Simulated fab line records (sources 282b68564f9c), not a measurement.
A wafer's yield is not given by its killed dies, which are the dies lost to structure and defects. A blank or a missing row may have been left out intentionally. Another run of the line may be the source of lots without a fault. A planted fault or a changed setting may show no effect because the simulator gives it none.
fab line records ; flow ritCmos
record lots=14; wafers=42; lastDay=7
route steps=202 shown PLDD@123 M1@202
lots untouched by any fault: they come from a run of this same line in which no faults occurred
startH: start of the lot's first displayed wafer, in hours after the record's first day ; waitH: how many hours have passed since the lot's step before this one ; " the same as in the row above ; L1.1+2: a row that stands for several wafers ; - no value present, or no start provided ; * or withheld: withheld ; < > ~ a bound
route shown NAME@n: a module of which the file shows steps, and the number in the route of the first ; usual: mean and standard deviation over wafers with no fault ; same: alike in all rows ; chamber/n: place in a boat ; sites: readings site by site ; _std_site: the standard deviation of these ; _edge_site: inner sites' mean taken away from outer sites' mean ; radiusMm: for every site, how far away it sits from the centre of the wafer ; mask NAME#n: copy n ; behind: the tool/chamber that last shaped the wafer ; hold: cause of the lot's hold/its duration in hours/its outcome ; device: whichever transistor did not switch (one of n, p or np) ; end of line: at the end of the route, the tests of the same wafers ; a step without rows: its recipe alone ; killed: dies lost to structure and defects at the first sort, not the wafer's yield ; map: a wafer's dies, x killed, . not, _ none there
set.NAME: the setting that was run; set.NAME@STEP: the one run at that earlier step ; model.NAME: the simulator's own value behind a step, which no gauge read
steps of the route over a sample of lots; a table a step, a row a wafer
services: the hour from which a tool's chamber was out of use, counted from the record's first day as startH (under 0 if before that day), plus the number of hours and why
## steps
# step RIT_PLDD_STRIP_09
# recipe chemistry=O2; timeS=180; resist=NOVOLAK; platenTempC=withheld; powerW=500; pressureMtorr=4000; o2FlowSccm=4000
# usual chamberPressureMTorr=4000/4.3; drypumpMotorCurrentA=5.1/0.36
lot.wafer;tool;chamber;startH;waitH;chamberPressureMTorr;drypumpMotorCurrentA;rfHoursCounterH
L849.4;plasmaAsher-04;0;49.56;0.1;4000;4.8;-
L849.5;plasmaAsher-04;0;49.56;0.1;3996;4.8;-
L849.6;plasmaAsher-04;1;49.56;0.1;3997;5.2;-
L850.4;plasmaAsher-03;1;55.58;0.1;4004;5.4;-
L850.5;plasmaAsher-03;0;55.58;0.1;4001;5.8;-
L850.6;plasmaAsher-03;1;55.58;0.1;3999;5.4;-
L851.3;plasmaAsher-04;1;58.64;0.1;3998;5.2;-
L851.5;plasmaAsher-04;0;58.64;0.1;3995;4.8;-
L851.6;plasmaAsher-04;1;58.64;0.1;4000;5.1;-
L852.2;plasmaAsher-03;0;65.13;0.1;4004;5.8;47
L852.4;plasmaAsher-03;0;65.13;0.1;4000;5.8;-
L852.5;plasmaAsher-03;0;65.13;0.1;3997;5.8;-
L853.1;plasmaAsher-01;0;69.86;0.1;4004;5.3;34
L853.2;plasmaAsher-01;1;69.86;0.1;4004;4.7;34
L853.4;plasmaAsher-01;1;69.86;0.1;3997;4.7;-
L856.3;plasmaAsher-03;1;87.60;0.1;3999;5.4;-
L856.5;plasmaAsher-03;0;87.60;0.1;3993;5.8;-
L856.6;plasmaAsher-03;1;87.60;0.1;4009;5.4;-
L858.2;plasmaAsher-03;1;94.42;0.2;3995;5.4;50
L858.5;plasmaAsher-03;0;94.42;0.2;3998;5.8;-
L858.6;plasmaAsher-03;1;94.42;0.2;4000;5.4;-
L864.1;plasmaAsher-01;1;124.36;0.1;-;-;-
L864.2;plasmaAsher-01;0;124.36;0.1;-;-;-
L864.5;plasmaAsher-01;0;124.36;0.1;-;-;-
L865.3;plasmaAsher-04;0;127.09;0.1;-;-;-
L865.5;plasmaAsher-04;1;127.09;0.1;-;-;-
L865.6;plasmaAsher-04;0;127.09;0.1;-;-;-
L867.3;plasmaAsher-01;1;139.40;0.1;4008;4.7;-
L867.4;plasmaAsher-01;0;139.40;0.1;4005;5.3;-
L867.6;plasmaAsher-01;0;139.40;0.1;4000;5.3;-
L869.2;plasmaAsher-01;0;144.10;0.1;3989;5.3;3
L869.4;plasmaAsher-01;1;144.10;0.1;4006;4.7;-
L869.5;plasmaAsher-01;0;144.10;0.1;4004;5.3;-
L870.2;plasmaAsher-04;0;152.48;0.1;3997;4.8;59
L870.5;plasmaAsher-04;1;152.48;0.1;3999;5.2;-
L870.6;plasmaAsher-04;0;152.48;0.1;3995;4.8;-
L871.1;plasmaAsher-01;0;154.63;0.1;4003;5.3;5
L871.3;plasmaAsher-01;0;154.63;0.1;4002;5.3;-
L871.6;plasmaAsher-01;1;154.63;0.1;3998;4.7;-
L872.2;plasmaAsher-01;0;163.42;0.1;3998;5.3;6
L872.5;plasmaAsher-01;0;163.42;0.1;3998;5.3;-
L872.6;plasmaAsher-01;1;163.42;0.1;4003;4.7;-
# step RIT_M1_PROBE_99
# usual killedAtContacts=0.0/0.22; killedAtFrontEnd=6.6/3; killedDies=6.6/3; killedOnRim=1.8/1.4; killedOpen=3.4/2; killedShort=3.2/2
# same grossDies=264; killed_at_M0_to_M3=0; killed_at_M4_up=0; killedAtBackSide=0; killedAtOther=0
lot.wafer;tool;chamber;startH;waitH;killedAtContacts;killedAtFrontEnd;killedDies;killedOnRim;killedOpen;killedShort
L850.4;prober-02;-;69.37;0.2;1;8;9;3;3;6
L850.5;prober-02;-;69.42;0.2;0;7;7;0;4;3
L850.6;prober-02;-;69.47;0.2;0;8;8;2;3;5
L858.2;prober-02;-;108.87;0.1;0;3;3;2;2;1
L858.5;prober-02;-;109.02;0.2;0;4;4;3;1;3
L858.6;prober-02;-;109.07;0.2;0;6;6;2;1;5
L864.1;prober-01;-;138.44;0.1;0;264;264;70;4;1
L864.2;prober-01;-;138.49;0.1;0;264;264;70;1;2
L864.5;prober-01;-;138.64;0.2;1;263;264;70;8;7
L865.3;prober-02;-;142.12;0.2;0;264;264;70;4;4
L865.5;prober-02;-;142.22;0.2;0;264;264;70;3;3
L865.6;prober-02;-;142.27;0.2;0;264;264;70;0;5
L869.2;prober-02;-;158.69;0.1;0;12;12;3;6;6
L869.4;prober-02;-;158.79;0.2;0;2;2;2;1;1
L869.5;prober-02;-;158.84;0.2;1;8;9;4;9;0
L870.2;prober-01;-;165.85;0.1;0;4;4;0;2;2
L870.5;prober-01;-;166.00;0.2;0;4;4;1;2;2
L870.6;prober-01;-;166.05;0.2;0;4;4;1;1;3
L872.2;prober-01;-;177.33;0.1;0;7;7;1;4;3
L872.5;prober-01;-;177.48;0.2;0;9;9;0;7;2
L872.6;prober-01;-;177.53;0.2;0;6;6;1;4;2
# killed by level:class
L850.4 GATE:geometricParticle:short=4 FOX1:geometricParticle:open=1 FOX2:geometricParticle:open=1 REOX:geometricParticle:open=1 SPACER:geometricParticle:short=1 CONTACT:geometricParticle:short=1
L850.5 FOX2:geometricParticle:open=2 SPACER:geometricParticle:short=2 GATE:geometricParticle:open=1 GATE:geometricParticle:short=1 REOX:geometricParticle:open=1
L850.6 GATE:geometricParticle:short=3 GATE:geometricParticle:open=2 FOX1:geometricParticle:short=1 REOX:geometricParticle:short=1 SILICIDE:geometricParticle:open=1
L858.2 GATE:geometricParticle:open=2 FOX1:geometricParticle:short=1
L858.5 GATE:geometricParticle:short=2 FOX2:geometricParticle:open=1 SPACER:geometricParticle:short=1
L858.6 FOX2:geometricParticle:short=2 FOX1:geometricParticle:short=1 GATE:geometricParticle:open=1 GATE:geometricParticle:short=1 REOX:geometricParticle:short=1
L864.1 SPACER:areaCvd=259 FOX1:geometricParticle:open=2 GATE:geometricParticle:open=1 GATE:geometricParticle:short=1 SPACER:geometricParticle:open=1
L864.2 SPACER:areaCvd=261 GATE:geometricParticle:short=2 GATE:geometricParticle:open=1
L864.5 SPACER:areaCvd=249 GATE:geometricParticle:short=7 GATE:geometricParticle:open=3 SILICIDE:geometricParticle:open=2 FOX1:geometricParticle:open=1 REOX:geometricParticle:open=1 CONTACT:geometricParticle:open=1
L865.3 SPACER:areaCvd=256 FOX2:geometricParticle:short=2 FOX1:geometricParticle:short=1 FOX2:geometricParticle:open=1 GATE:geometricParticle:open=1 REOX:geometricParticle:short=1 SPACER:geometricParticle:open=1 SILICIDE:geometricParticle:open=1
L865.5 SPACER:areaCvd=258 GATE:geometricParticle:open=2 GATE:geometricParticle:short=2 FOX2:geometricParticle:short=1 REOX:geometricParticle:open=1
L865.6 SPACER:areaCvd=259 GATE:geometricParticle:short=3 FOX2:geometricParticle:short=1 REOX:geometricParticle:short=1
L869.2 FOX1:geometricParticle:open=2 FOX2:geometricParticle:short=2 GATE:geometricParticle:open=1 GATE:geometricParticle:short=1 REOX:geometricParticle:open=1 REOX:geometricParticle:short=1 SPACER:geometricParticle:open=1 SPACER:geometricParticle:short=1
L869.4 FOX1:geometricParticle:open=1 REOX:geometricParticle:short=1
L869.5 GATE:geometricParticle:open=6 FOX1:geometricParticle:open=1 REOX:geometricParticle:open=1 CONTACT:geometricParticle:open=1
L870.2 FOX2:geometricParticle:short=1 GATE:geometricParticle:open=1 SILICIDE:geometricParticle:short=1 SILICIDE:geometricParticle:open=1
L870.5 FOX1:geometricParticle:open=1 FOX2:geometricParticle:short=1 GATE:geometricParticle:open=1 SPACER:geometricParticle:short=1
L870.6 GATE:geometricParticle:short=2 FOX2:geometricParticle:short=1 FOX2:geometricParticle:open=1
L872.2 FOX2:geometricParticle:short=2 GATE:geometricParticle:open=2 SILICIDE:geometricParticle:open=2 SILICIDE:geometricParticle:short=1
L872.5 SILICIDE:geometricParticle:open=3 GATE:geometricParticle:open=2 ACTIVE:geometricParticle:open=1 FOX1:geometricParticle:open=1 FOX2:geometricParticle:short=1 SILICIDE:geometricParticle:short=1
L872.6 SPACER:geometricParticle:short=2 SPACER:geometricParticle:open=2 SILICIDE:geometricParticle:open=2
## services
tool;chamber;startH;hours;kind
plasmaAsher-03;-;27.69;0.9;repair
plasmaAsher-01;-;38.42;0.3;repair
plasmaAsher-01;-;108.75;9.0;pm
plasmaAsher-01;0;108.75;9.0;ventCycle
plasmaAsher-01;1;108.75;9.0;ventCycle
plasmaAsher-01;0;117.75;-;clean
plasmaAsher-01;1;117.75;-;clean
plasmaAsher-03;-;141.43;21.2;repair
## key
firstSign step=RIT_PLDD_STRIP_09; reading=toolRecord; direction=missing
effect step=RIT_M1_PROBE_99; reading=killedAtFrontEnd; direction=up; sigmas=87; usual=6.6; struck=263.8
moreKillsBornAt RIT_SPACER_CVD_03@lpcvd-02=773; RIT_SPACER_CVD_03@lpcvd-01=769
metAt RIT_PLDD_STRIP_09
struckLots L864,L865
laterRowsLeftOut L864.1,L864.2,L864.5,L865.3,L865.5,L865.6
testerLeftOut L864,L865
onsetBetween 69.86 124.36
fault kind=skippedStepWhole; tool=plasmaAsher-01,plasmaAsher-04; chamber=-; onsetH=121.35; steps=RIT_PLDD_STRIP_09; scope=struckLotsOnly
# testerLeftOut: of these lots the tester's yield and bins aren't shown, on N5 and GAA mostly nor the transistor test; their killed dies are dies lost to structure and defects alone, not to doping, threshold or leakage, so they don't give the yield
# laterRowsLeftOut: the simulator's readings of these wafers behind a module that went badly wrong aren't trusted and aren't shown, but for the sort
